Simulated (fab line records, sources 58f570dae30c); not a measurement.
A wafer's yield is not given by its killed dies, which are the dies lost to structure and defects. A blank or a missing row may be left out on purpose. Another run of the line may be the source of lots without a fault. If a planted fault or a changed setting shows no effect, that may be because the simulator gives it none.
fab line records -- flow berkeleyCmos170
record: lots: 13, wafers: 39, lastDay: 12
route steps=331 shown ZERO@13 NWELL@18 PWELL@37
lots that met no fault: from a run of the same line without faults
startH: the number of hours between the record's first day and the start of the first shown wafer of the lot -- waitH: time in hours since the lot's previous step -- " same as the row above -- L1.1+2: several wafers, shown together as one row -- - no value present, or no start provided -- * or withheld: withheld -- < > ~ a bound
route shown NAME@n: names a module that has steps shown in the file, with the first one's number in the route -- usual: mean and standard deviation over wafers with no fault -- same: alike in all rows -- chamber/n: place in a boat -- sites: readings site by site -- _std_site: standard deviation of those values -- _edge_site: outer sites' mean less inner sites' -- radiusMm: for every site, how far away it sits from the centre of the wafer -- mask NAME#n: copy n -- behind: tool/chamber where the wafer was last shaped -- hold: why the lot was held/for how many hours/how that ended -- device: the transistor (n, p or np) that didn't switch -- end of line: tests run on the same wafers once the route is complete -- for a step that has no rows: nothing shown but its recipe -- killed: dies that structure and defects cost at the first sort, which is not the same as the wafer's yield -- map: dies across one wafer; x = killed, . = not, _ = none there
set.NAME: setting as actually run; set.NAME@STEP: the setting as run at that earlier step -- model.NAME: the simulator's own value behind a step, which no gauge read
the route's steps for a sample of lots (tables are steps, rows are wafers)
services: when a tool's chamber went out of use (startH, in hours from the record's first day, below 0 if earlier), for how many hours, and the reason
== steps ==
step: UCB170_ZERO_STRIP_07
recipe: chemistry: O2, powerW: 400, pressureMtorr: 3500, platenTempC: withheld, o2FlowSccm: 400, overashFraction: 0.5
usual: drypumpMotorCurrentA: 5.8/0.43, oesProductAu: 0.728/0.0043, stripTimeToEndpointS: 21.47/0.071
lot.wafer,tool,chamber,startH,waitH,drypumpMotorCurrentA,oesProductAu,rfHoursCounterH,stripTimeToEndpointS
L601.1,plasmaAsher-04,1,21.15,0.0,5.8,0.731,33,21.49
L601.4,plasmaAsher-04,1,21.15,0.0,5.8,0.721,-,21.49
L601.6,plasmaAsher-04,0,21.15,0.0,6.2,0.727,-,21.46
L602.1,plasmaAsher-04,1,25.44,0.0,5.8,0.732,33,21.40
L602.2,plasmaAsher-04,0,25.44,0.0,6.2,0.723,33,21.35
L602.4,plasmaAsher-04,0,25.44,0.0,6.2,0.725,-,21.36
L603.1,plasmaAsher-04,0,30.65,0.0,6.2,0.725,34,21.51
L603.3,plasmaAsher-04,1,30.65,0.0,5.8,0.738,-,21.46
L603.5,plasmaAsher-04,1,30.65,0.0,5.8,0.723,-,21.49
L614.1,plasmaAsher-03,0,84.41,0.0,6.2,0.734,29,21.53
L614.5,plasmaAsher-03,0,84.41,0.0,6.2,0.729,-,21.51
L614.6,plasmaAsher-03,1,84.41,0.0,5.4,0.731,-,21.49
L616.1,plasmaAsher-03,0,96.77,0.0,6.2,0.728,30,21.53
L616.3,plasmaAsher-03,0,96.77,0.0,6.2,0.726,-,21.53
L616.6,plasmaAsher-03,1,96.77,0.0,5.5,0.728,-,21.58
L617.3,plasmaAsher-04,1,101.36,0.0,5.8,0.727,-,21.46
L617.4,plasmaAsher-04,0,101.36,0.0,6.2,0.730,-,21.47
L617.5,plasmaAsher-04,1,101.36,0.0,5.8,0.728,-,21.49
L618.3,plasmaAsher-04,0,108.21,0.0,6.2,0.729,-,21.51
L618.4,plasmaAsher-04,1,108.21,0.0,5.8,0.727,-,21.52
L618.6,plasmaAsher-04,1,108.21,0.0,5.8,0.736,-,21.51
L619.1,plasmaAsher-03,0,112.39,0.0,6.2,0.729,32,21.41
L619.3,plasmaAsher-03,1,112.39,0.0,5.5,0.730,-,21.49
L619.5,plasmaAsher-03,1,112.39,0.0,5.5,0.731,-,21.52
L620.1,plasmaAsher-04,1,118.51,0.0,5.8,0.732,0,21.59
L620.3,plasmaAsher-04,0,118.51,0.0,6.2,0.727,-,21.52
L620.5,plasmaAsher-04,1,118.51,0.0,5.8,0.725,-,21.56
L621.1,plasmaAsher-04,1,124.26,0.0,5.8,0.729,1,21.58
L621.3,plasmaAsher-04,0,124.26,0.0,6.2,0.729,-,21.54
L621.6,plasmaAsher-04,0,124.26,0.0,6.2,0.729,-,21.60
L622.1,plasmaAsher-02,1,124.51,0.0,5.1,0.730,38,21.53
L622.3,plasmaAsher-02,0,124.51,0.0,4.9,0.732,-,21.58
L622.4,plasmaAsher-02,1,124.51,0.0,5.2,0.730,-,21.53
L623.3,plasmaAsher-03,1,124.81,0.0,5.5,0.729,-,21.52
L623.4,plasmaAsher-03,0,124.81,0.0,6.2,0.714,-,21.50
L623.6,plasmaAsher-03,1,124.81,0.0,5.5,0.728,-,21.42
L624.1,plasmaAsher-02,1,134.50,0.0,5.1,0.723,39,21.48
L624.4,plasmaAsher-02,1,134.50,0.0,5.1,0.727,-,21.42
L624.5,plasmaAsher-02,1,134.50,0.0,5.2,0.720,-,21.49
step: UCB170_NWELL_CVD_04
recipe: material: Si3N4, targetThkNm: 224, tempC: 800, precursor: SiH2Cl2/NH3, timeS: 3360, pressureMtorr: 200, sih2cl2FlowSccm: 25, nh3FlowSccm: 76.42
usual: sih2cl2FlowSccm: 24.99/0.065, zonePowerCentrePct: 37.9/2
lot.wafer,tool,chamber,startH,waitH,sih2cl2FlowSccm,zonePowerCentrePct
L601.1,lpcvd-02,0,31.78,0.0,25.02,40.0
L601.4,lpcvd-02,0,31.78,0.0,24.99,40.6
L601.6,lpcvd-02,0,31.78,0.0,25.07,40.1
L602.1,lpcvd-02,0,37.23,0.0,24.89,40.5
L602.2,lpcvd-02,0,37.23,0.0,24.90,40.9
L602.4,lpcvd-02,0,37.23,0.0,25.05,41.6
L603.1,lpcvd-02,1,42.11,0.0,24.99,37.3
L603.3,lpcvd-02,1,42.11,0.0,25.04,37.9
L603.5,lpcvd-02,1,42.11,0.0,24.84,37.5
L614.1,lpcvd-01,1,95.45,0.0,37.49,36.3
L614.5,lpcvd-01,1,95.45,0.0,37.43,36.0
L614.6,lpcvd-01,1,95.45,0.0,37.49,36.1
L616.1,lpcvd-01,0,107.65,0.0,24.98,35.4
L616.3,lpcvd-01,0,107.65,0.0,24.98,34.6
L616.6,lpcvd-01,0,107.65,0.0,24.97,35.4
L617.3,lpcvd-02,1,113.74,2.0,25.04,36.8
L617.4,lpcvd-02,1,113.74,2.0,25.09,37.5
L617.5,lpcvd-02,1,113.74,2.0,25.00,37.5
L618.3,lpcvd-02,0,118.56,0.1,24.99,40.8
L618.4,lpcvd-02,0,118.56,0.1,24.93,40.4
L618.6,lpcvd-02,0,118.56,0.1,25.03,40.4
L619.1,lpcvd-02,1,122.72,0.0,24.89,37.2
L619.3,lpcvd-02,1,122.72,0.0,25.01,36.6
L619.5,lpcvd-02,1,122.72,0.0,24.85,37.0
L620.1,lpcvd-02,1,127.52,0.0,24.91,36.7
L620.3,lpcvd-02,1,127.52,0.0,24.97,37.5
L620.5,lpcvd-02,1,127.52,0.0,25.03,37.7
L621.1,lpcvd-02,1,133.82,0.0,25.09,37.9
L621.3,lpcvd-02,1,133.82,0.0,25.07,37.3
L621.6,lpcvd-02,1,133.82,0.0,24.99,38.1
L622.1,lpcvd-02,0,133.82,0.0,24.87,40.4
L622.3,lpcvd-02,0,133.82,0.0,25.00,40.1
L622.4,lpcvd-02,0,133.82,0.0,24.95,39.8
L623.3,lpcvd-02,1,133.82,0.0,25.08,37.6
L623.4,lpcvd-02,1,133.82,0.0,25.06,37.2
L623.6,lpcvd-02,1,133.82,0.0,25.02,37.0
L624.1,lpcvd-02,0,145.96,0.0,25.13,40.5
L624.4,lpcvd-02,0,145.96,0.0,25.11,40.7
L624.5,lpcvd-02,0,145.96,0.0,25.09,40.1
step: UCB170_NWELL_THK_MEAS_05
recipe: reads: Si3N4_of_NWELL_CVD_04
usual: NWELL_NITRIDE_THK: 227.0/2
lot.wafer,tool,chamber,startH,waitH,NWELL_NITRIDE_THK[nm]
L601.1,filmMetro-02,-,33.71,0.0,230.5
L601.4,filmMetro-02,-,33.71,0.0,230.9
L601.6,filmMetro-02,-,33.71,0.0,229.8
L602.1,filmMetro-01,-,39.16,0.0,224.7
L602.2,filmMetro-01,-,39.16,0.0,227.2
L602.4,filmMetro-01,-,39.16,0.0,226.3
L603.1,filmMetro-03,-,44.07,0.0,223.9
L603.3,filmMetro-03,-,44.07,0.0,224.6
L603.5,filmMetro-03,-,44.07,0.0,224.5
L614.1,filmMetro-02,-,97.38,0.0,256.7
L614.5,filmMetro-02,-,97.38,0.0,256.4
L614.6,filmMetro-02,-,97.38,0.0,255.5
L616.1,filmMetro-01,-,110.64,0.1,224.1
L616.3,filmMetro-01,-,110.64,0.1,225.0
L616.6,filmMetro-01,-,110.64,0.1,225.2
L617.3,filmMetro-01,-,116.66,0.0,227.8
L617.4,filmMetro-01,-,116.66,0.0,226.2
L617.5,filmMetro-01,-,116.66,0.0,226.4
L618.3,filmMetro-03,-,120.51,0.0,225.1
L618.4,filmMetro-03,-,120.51,0.0,227.4
L618.6,filmMetro-03,-,120.51,0.0,227.8
L619.1,filmMetro-01,-,124.65,0.0,226.5
L619.3,filmMetro-01,-,124.65,0.0,225.5
L619.5,filmMetro-01,-,124.65,0.0,221.9
L620.1,filmMetro-03,-,130.42,0.0,226.6
L620.3,filmMetro-03,-,130.42,0.0,228.0
L620.5,filmMetro-03,-,130.42,0.0,227.3
L621.1,filmMetro-03,-,135.75,0.0,228.1
L621.3,filmMetro-03,-,135.75,0.0,230.5
L621.6,filmMetro-03,-,135.75,0.0,229.4
L622.1,filmMetro-03,-,135.81,0.1,228.8
L622.3,filmMetro-03,-,135.81,0.1,226.4
L622.4,filmMetro-03,-,135.81,0.1,229.0
L623.3,filmMetro-01,-,135.86,0.1,228.6
L623.4,filmMetro-01,-,135.86,0.1,229.8
L623.6,filmMetro-01,-,135.86,0.1,231.1
L624.1,filmMetro-01,-,147.89,0.0,229.2
L624.4,filmMetro-01,-,147.89,0.0,228.0
L624.5,filmMetro-01,-,147.89,0.0,227.0
step: UCB170_NWELL_OVL_MEAS_12
usual: NWELL_OVL: 1/5
lot.wafer,tool,chamber,startH,waitH,NWELL_OVL[nm]
L601.1,overlay-02,-,34.62,-,0
L601.4,overlay-02,-,34.62,-,-3
L601.6,overlay-02,-,34.62,-,-6
L602.1,overlay-01,-,40.07,-,8
L602.2,overlay-01,-,40.07,-,-3
L602.4,overlay-01,-,40.07,-,12
L603.1,overlay-02,-,46.09,-,2
L603.3,overlay-02,-,46.09,-,-4
L603.5,overlay-02,-,46.09,-,4
L614.1,overlay-02,-,98.43,-,9
L614.5,overlay-02,-,98.43,-,3
L614.6,overlay-02,-,98.43,-,0
L616.1,overlay-02,-,111.54,-,-10
L616.3,overlay-02,-,111.54,-,-9
L616.6,overlay-02,-,111.54,-,-6
L617.3,overlay-02,-,117.69,-,-6
L617.4,overlay-02,-,117.69,-,-1
L617.5,overlay-02,-,117.69,-,1
L618.3,overlay-02,-,121.87,-,-5
L618.4,overlay-02,-,121.87,-,5
L618.6,overlay-02,-,121.87,-,-5
L619.1,overlay-01,-,125.81,-,4
L619.3,overlay-01,-,125.81,-,5
L619.5,overlay-01,-,125.81,-,2
L620.1,overlay-01,-,132.10,-,2
L620.3,overlay-01,-,132.10,-,2
L620.5,overlay-01,-,132.10,-,3
L621.1,overlay-02,-,136.78,-,-1
L621.3,overlay-02,-,136.78,-,-1
L621.6,overlay-02,-,136.78,-,-3
L622.1,overlay-01,-,136.89,-,2
L622.3,overlay-01,-,136.89,-,2
L622.4,overlay-01,-,136.89,-,4
L623.3,overlay-01,-,137.45,-,-1
L623.4,overlay-01,-,137.45,-,5
L623.6,overlay-01,-,137.45,-,-4
L624.1,overlay-01,-,149.00,-,-7
L624.4,overlay-01,-,149.00,-,-5
L624.5,overlay-01,-,149.00,-,-1
step: UCB170_NWELL_ETCH_13
recipe: chemistry: CH3F/Ar/O2, target: Si3N4, stopOn: SiO2, CH3F_flow_sccm: 20, Ar_flow_sccm: 50, O2_flow_sccm: 7, pressureMtorr: 50, rfW: 450, targetDepthA: 2464, overEtchFrac: 0.1, timeS: 154
usual: O2_flow_sccm: 7.004/0.02, drypumpMotorCurrentA: 5.7/0.61, oesProductAu: 0.953/0.016, rfFwdPowerW: 448.0/1.4, throttleValvePct: 8.08/0.067
lot.wafer,tool,chamber,startH,waitH,O2_flow_sccm,drypumpMotorCurrentA,oesProductAu,rfFwdPowerW,rfHoursCounterH,throttleValvePct
L601.1,rieDiel-03,0,34.65,0.0,6.986,6.4,0.948,445.7,117,8.07
L601.4,rieDiel-03,1,34.65,0.0,6.982,5.9,0.952,444.5,5,8.13
L601.6,rieDiel-03,2,34.65,0.0,7.010,6.5,0.961,448.1,-,8.07
L602.1,rieDiel-02,2,40.10,0.0,6.983,4.7,0.939,446.6,15,8.05
L602.2,rieDiel-02,1,40.10,0.0,7.000,5.0,0.957,446.2,176,8.12
L602.4,rieDiel-02,3,40.10,0.0,7.031,5.6,0.957,448.0,145,8.00
L603.1,rieDiel-02,2,46.12,0.0,6.951,4.7,0.936,446.9,16,8.04
L603.3,rieDiel-02,0,46.12,0.0,6.982,5.4,0.912,447.5,101,8.02
L603.5,rieDiel-02,3,46.12,0.0,7.028,5.6,0.965,449.0,-,7.99
L614.1,rieDiel-02,3,98.47,0.0,7.012,5.6,1.013,449.9,149,8.01
L614.5,rieDiel-02,2,98.47,0.0,6.983,4.7,0.980,448.7,-,8.03
L614.6,rieDiel-02,3,98.47,0.0,6.990,5.6,1.014,447.8,-,8.00
L616.1,rieDiel-02,3,111.58,0.0,6.980,5.6,0.951,449.7,149,7.99
L616.3,rieDiel-02,2,111.58,0.0,6.998,4.7,0.946,444.9,20,8.02
L616.6,rieDiel-02,0,111.58,0.0,7.027,5.3,0.924,448.1,-,8.03
L617.3,rieDiel-02,2,117.72,0.0,7.003,4.7,0.953,448.4,20,8.03
L617.4,rieDiel-02,0,117.72,0.0,7.002,5.4,0.926,449.4,105,8.02
L617.5,rieDiel-02,0,117.72,0.0,6.993,5.4,0.924,446.7,-,8.01
L618.3,rieDiel-01,3,121.89,0.0,7.015,5.7,0.962,446.5,31,8.10
L618.4,rieDiel-01,0,121.89,0.0,7.004,6.1,0.938,448.3,1,8.08
L618.6,rieDiel-01,2,121.89,0.0,7.005,6.7,0.956,450.3,-,8.17
L619.1,rieDiel-02,2,125.84,0.0,6.987,4.7,0.944,445.7,20,8.01
L619.3,rieDiel-02,0,125.84,0.0,7.015,5.3,0.925,449.3,105,8.02
L619.5,rieDiel-02,0,125.84,0.0,6.986,5.4,0.914,448.4,-,8.00
L620.1,rieDiel-01,1,132.14,0.0,6.997,5.6,0.957,446.5,89,8.22
L620.3,rieDiel-01,3,132.14,0.0,7.004,5.7,0.971,448.2,32,8.11
L620.5,rieDiel-01,2,132.14,0.0,7.031,6.8,0.964,448.9,-,8.18
L621.1,rieDiel-02,0,136.81,0.0,7.002,5.3,0.935,447.0,106,8.00
L621.3,rieDiel-02,3,136.81,0.0,7.035,5.6,0.974,450.5,151,8.00
L621.6,rieDiel-02,2,136.81,0.0,7.002,4.8,0.954,447.9,-,8.03
L622.1,rieDiel-01,2,136.93,0.0,6.984,6.8,0.964,448.0,16,8.17
L622.3,rieDiel-01,0,136.93,0.0,7.039,6.0,0.929,448.0,1,8.10
L622.4,rieDiel-01,3,136.93,0.0,7.019,5.6,0.972,447.7,32,8.10
L623.3,rieDiel-03,0,137.47,0.0,6.980,6.4,0.938,450.0,120,8.07
L623.4,rieDiel-03,2,137.47,0.0,7.034,6.6,0.963,449.3,58,8.07
L623.6,rieDiel-03,1,137.47,0.0,7.010,5.9,0.961,450.1,-,8.11
L624.1,rieDiel-01,3,149.03,0.0,7.031,5.7,0.972,447.8,32,8.11
L624.4,rieDiel-01,1,149.03,0.0,6.975,5.6,0.957,448.7,90,8.23
L624.5,rieDiel-01,1,149.03,0.0,7.013,5.6,0.960,447.0,-,8.22
step: UCB170_PWELL_THK_MEAS_03
recipe: reads: SiO2_of_PWELL_OXIDATION_02
usual: PWELL_OXIDE_THK: 26.4/0.53
lot.wafer,tool,chamber,startH,waitH,PWELL_OXIDE_THK[nm]
L601.1,filmMetro-01,-,41.41,0.0,25.9
L601.4,filmMetro-01,-,41.41,0.0,26.1
L601.6,filmMetro-01,-,41.41,0.0,26.1
L602.1,filmMetro-04,-,49.48,0.0,26.1
L602.2,filmMetro-04,-,49.48,0.0,26.3
L602.4,filmMetro-04,-,49.48,0.0,26.5
L603.1,filmMetro-03,-,57.29,0.0,25.5
L603.3,filmMetro-03,-,57.29,0.0,25.4
L603.5,filmMetro-03,-,57.29,0.0,26.1
L614.5,filmMetro-01,-,108.99,0.0,26.4
L614.6,filmMetro-01,-,108.99,0.0,26.5
L616.1,filmMetro-01,-,123.00,0.0,26.4
L616.3,filmMetro-01,-,123.00,0.0,26.4
L616.6,filmMetro-01,-,123.00,0.0,26.2
L617.3,filmMetro-03,-,126.97,0.0,25.6
L617.4,filmMetro-03,-,126.97,0.0,26.0
L617.5,filmMetro-03,-,126.97,0.0,25.7
L618.3,filmMetro-04,-,131.19,0.0,25.7
L618.4,filmMetro-04,-,131.19,0.0,25.6
L618.6,filmMetro-04,-,131.19,0.0,25.7
L619.1,filmMetro-04,-,135.11,0.0,26.5
L619.3,filmMetro-04,-,135.11,0.0,26.0
L619.5,filmMetro-04,-,135.11,0.0,26.5
L620.1,filmMetro-01,-,141.92,0.0,26.1
L620.3,filmMetro-01,-,141.92,0.0,26.7
L620.5,filmMetro-01,-,141.92,0.0,26.5
L621.1,filmMetro-03,-,148.18,0.0,26.0
L621.3,filmMetro-03,-,148.18,0.0,26.5
L621.6,filmMetro-03,-,148.18,0.0,26.0
L622.1,filmMetro-04,-,148.18,0.0,26.9
L622.3,filmMetro-04,-,148.18,0.0,26.5
L622.4,filmMetro-04,-,148.18,0.0,27.0
L623.3,filmMetro-01,-,148.20,0.0,25.9
L623.4,filmMetro-01,-,148.20,0.0,25.5
L623.6,filmMetro-01,-,148.20,0.0,26.2
L624.1,filmMetro-03,-,158.69,0.0,26.8
L624.4,filmMetro-03,-,158.69,0.0,26.7
L624.5,filmMetro-03,-,158.69,0.0,26.5
== services ==
tool,chamber,startH,hours,kind
rieDiel-02,2,-1.72,6.0,repair
rieDiel-02,1,1.57,4.7,repair
rieDiel-02,1,40.41,-,clean
rieDiel-02,1,40.41,15.5,scheduledDown
rieDiel-02,1,40.41,15.5,ventCycle
plasmaAsher-03,-,76.41,7.7,pm
rieDiel-01,0,77.24,-,clean
rieDiel-01,0,77.24,18.1,scheduledDown
rieDiel-01,0,77.24,18.1,ventCycle
rieDiel-02,3,80.45,3.7,repair
rieDiel-03,2,84.03,2.3,repair
rieDiel-01,0,100.37,7.4,repair
plasmaAsher-04,-,108.84,9.0,pm
plasmaAsher-04,0,108.84,9.0,ventCycle
plasmaAsher-04,1,108.84,9.0,ventCycle
plasmaAsher-04,0,117.84,-,clean
plasmaAsher-04,1,117.84,-,clean
rieDiel-01,-,123.72,0.3,repair
plasmaAsher-03,-,125.59,0.5,repair
plasmaAsher-02,-,143.36,2.8,pm
== key ==
firstSign: step: UCB170_NWELL_CVD_04, reading: sih2cl2FlowSccm, direction: up, sigmas: 99+, usual: 24.99, struck: 37.47
effect: step: UCB170_NWELL_THK_MEAS_05, reading: NWELL_NITRIDE_THK, direction: up, sigmas: 15, usual: 227.0, struck: 256.2
effect: step: UCB170_NWELL_ETCH_13, reading: oesProductAu, direction: up, sigmas: 3.1, usual: 0.953, struck: 1.002, wafersMoved: 2
metAt UCB170_NWELL_CVD_04
struckLots L614
struckWafers L614.1,L614.5,L614.6
laterRowsLeftOut L614.1
sortLeftOut L614.1,L614.5,L614.6
testerLeftOut L614
notActingAt UCB170_ZERO_STRIP_07,UCB170_NWELL_OVL_MEAS_12,UCB170_PWELL_THK_MEAS_03
fault: kind: processParameterDrift, tool: lpcvd-01, chamber: 1, onsetH: 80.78, steps: UCB170_NWELL_CVD_04, channel: sih2cl2FlowSccm, offset: 12.5, shape: step, endH: 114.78, actsIn: theseRecipesOnly, stated: 25
testerLeftOut: of these lots the tester's yield and bins aren't shown, on N5 and GAA mostly nor the transistor test; their killed dies are dies lost to structure and defects alone, not to doping, threshold or leakage, so they don't give the yield
sortLeftOut: the simulated sort isn't trusted on such a fault, so these wafers' sort isn't shown, and their yield isn't known
laterRowsLeftOut: the simulator's readings of these wafers behind a module that went badly wrong aren't trusted and aren't shown, but for the sort
